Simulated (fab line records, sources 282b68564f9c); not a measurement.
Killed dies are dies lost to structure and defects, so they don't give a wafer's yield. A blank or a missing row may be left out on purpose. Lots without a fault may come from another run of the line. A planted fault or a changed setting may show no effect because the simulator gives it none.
fab line records | flow rit_cmos
record lots=5 wafers=23
route steps=202 shown M1@184
start_h: hours from the record's first day to the start of the lot's first wafer shown | wait_h: hours since the lot's step before | " the same as in the row above | L1.1+2: a row that stands for several wafers | - no value, or no start given | * or withheld: withheld | < > ~ a bound
route shown NAME@n: a module of which the file shows steps, and the number in the route of the first | usual: mean/standard deviation of fault-free wafers | same: alike in all rows | chamber/n: place in a boat | sites: the reading at each site | _std_site: their standard deviation | _edge_site: outer sites' mean less inner sites' | radius_mm: how far each site lies from the wafer's centre | mask NAME#n: copy n | behind: the tool/chamber that last shaped the wafer | hold: why the lot was held/for how many hours/how that ended | device: the transistor (n, p or np) that didn't switch | end of line: the same wafers' tests at the end of the route | a step without rows: its recipe alone | killed: dies lost to structure and defects at the first sort, not the wafer's yield | map: a wafer's dies, x killed, . not, _ none there
set.NAME: the setting as run; set.NAME@STEP: as run at that earlier step | model.NAME: the simulator's own value behind a step, which no gauge read
lots whose settings were changed on purpose; a table a step, a row a wafer
## steps
# step RIT_M1_SPUTTER_00
# recipe material=Al target_thk_nm=400 power_w=2000 chamber_pressure_pa=0.4 gas=Ar time_s=500 substrate_temp_c=25
# columns lot.wafer tool chamber start_h wait_h set.power_w model.Al_of_M1_SPUTTER_00.thk_nm
L075.1 pvd_sputter-01 - 64.54 0.0 2000 403
L075.2 " - " " 2000 405.9
L075.3 " - " " 2000 399.3
L075.4 " - " " 1798 364.7
L075.6 " - " " 1798 365.1
L076.2 pvd_sputter-02 - 67.70 0.0 1911 384.5
L076.3 " - " " 2000 402
L076.4 " - " " 2000 401.8
L076.5 " - " " 2000 402.7
L076.6 " - " " 1911 381.2
L079.2 pvd_sputter-01 - 82.40 0.0 2184 440.5
L079.3 " - " " 2000 400.4
L079.4 " - " " 2184 439.2
L079.5 " - " " 2000 401.2
L079.6 " - " " 2184 435.9
L080.2 pvd_sputter-02 - 87.09 0.0 2000 400.7
L080.3 " - " " 2000 395
L080.4 " - " " 2000 396.9
L080.5 " - " " 2000 397.7
L080.6 " - " " 2000 395.3
L085.2 pvd_sputter-01 - 114.64 0.0 2000 397.9
L085.3 " - " " 2000 395.7
L085.4 " - " " 2000 392.9
# step RIT_M1_RS_MEAS_01
# recipe thk_meas_gauge=four-point-probe reads=Al_of_M1_SPUTTER_00
# usual M1_AL_RS=0.0737/0.00077
# columns lot.wafer tool chamber start_h wait_h set.power_w@M1_SPUTTER_00 M1_AL_RS[ohm/sq]
L075.1 film_metro-02 - 64.83 0.1 2000 0.0729
L075.2 " - " " 2000 0.0723
L075.3 " - " " 2000 0.0737
L075.4 " - " " 1798 0.0808
L075.6 " - " " 1798 0.0806
L076.2 film_metro-02 - 68.01 0.2 1911 0.0765
L076.3 " - " " 2000 0.0731
L076.4 " - " " 2000 0.0732
L076.5 " - " " 2000 0.0729
L076.6 " - " " 1911 0.0773
L079.2 film_metro-03 - 82.71 0.2 2184 0.0664
L079.3 " - " " 2000 0.0733
L079.4 " - " " 2184 0.0667
L079.5 " - " " 2000 0.0732
L079.6 " - " " 2184 0.0672
L080.2 film_metro-02 - 87.41 0.2 2000 0.0733
L080.3 " - " " 2000 0.0744
L080.4 " - " " 2000 0.0739
L080.5 " - " " 2000 0.0738
L080.6 " - " " 2000 0.0745
L085.2 film_metro-02 - 114.96 0.2 2000 0.0738
L085.3 " - " " 2000 0.0742
L085.4 " - " " 2000 0.0747
# step RIT_M1_THK_MEAS_02
# recipe thk_meas_gauge=xrf reads=Al_of_M1_SPUTTER_00
# usual M1_AL_THK=398/4.9
# columns lot.wafer tool chamber start_h wait_h set.power_w@M1_SPUTTER_00 M1_AL_THK[nm]
L075.1 film_metro-02 - 64.95 0.1 2000 402
L075.2 " - " " 2000 403
L075.3 " - " " 2000 400
L075.4 " - " " 1798 365
L075.6 " - " " 1798 365
L076.2 film_metro-02 - 68.12 0.1 1911 386
L076.3 " - " " 2000 402
L076.4 " - " " 2000 400
L076.5 " - " " 2000 405
L076.6 " - " " 1911 381
L079.2 film_metro-03 - 82.82 0.1 2184 439
L079.3 " - " " 2000 400
L079.4 " - " " 2184 437
L079.5 " - " " 2000 399
L079.6 " - " " 2184 434
L080.2 film_metro-02 - 87.52 0.1 2000 400
L080.3 " - " " 2000 394
L080.4 " - " " 2000 401
L080.5 " - " " 2000 399
L080.6 " - " " 2000 396
L085.2 film_metro-02 - 115.07 0.1 2000 398
L085.3 " - " " 2000 393
L085.4 " - " " 2000 392
# step RIT_M1_METAL_ETCH_12
# recipe stop_on=SiO2 chemistry=Cl2/BCl3 target=Al time_s=165 over_etch_frac=0.5 pressure_mtorr=100 target_depth_a=6000 rf_w=250 Cl2_flow_sccm=60 bcl3_flow_sccm=50
# usual oes_product_au=0.777/0.014
# columns lot.wafer tool chamber start_h wait_h set.rf_w set.power_w@M1_SPUTTER_00 oes_product_au
L075.1 rie_metal-01 0 66.42 0.2 241 2000 0.786
L075.2 " 1 " " 241 2000 0.783
L075.3 " 0 " " 250 2000 0.780
L075.4 " 1 " " 250 1798 0.737
L075.6 " 1 " " 250 1798 0.736
L076.2 rie_metal-04 0 69.59 0.2 277 1911 0.743
L076.3 " 1 " " 250 2000 0.771
L076.4 " 0 " " 277 2000 0.765
L076.5 " 1 " " 250 2000 0.773
L076.6 " 0 " " 277 1911 0.746
L079.2 rie_metal-04 0 84.32 0.2 226.2 2184 0.803
L079.3 " 0 " " 226.2 2000 0.760
L079.4 " 1 " " 250 2184 0.820
L079.5 " 1 " " 226.2 2000 0.772
L079.6 " 0 " " 250 2184 0.805
L080.2 rie_metal-03 1 88.85 0.2 250 2000 0.784
L080.3 " 1 " " 250 2000 0.763
L080.4 " 0 " " 274.5 2000 0.807
L080.5 " 0 " " 274.5 2000 0.795
L080.6 " 1 " " 274.5 2000 0.773
L085.2 rie_metal-04 0 116.40 0.2 250 2000 0.754
L085.3 " 0 " " 250 2000 0.761
L085.4 " 1 " " 250 2000 0.757
## key
split step=RIT_M1_SPUTTER_00 setting=power_w stated=2000 by=wafer
response step=RIT_M1_SPUTTER_00 reading=model.Al_of_M1_SPUTTER_00.thk_nm change=+3.95 per=1% r=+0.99
response step=RIT_M1_RS_MEAS_01 reading=M1_AL_RS change=-0.000747 per=1% r=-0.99
response step=RIT_M1_THK_MEAS_02 reading=M1_AL_THK change=+3.87 per=1% r=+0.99
response step=RIT_M1_METAL_ETCH_12 reading=oes_product_au change=+0.0048 per=1% r=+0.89
split step=RIT_M1_METAL_ETCH_12 setting=rf_w stated=250 by=wafer
response none clear
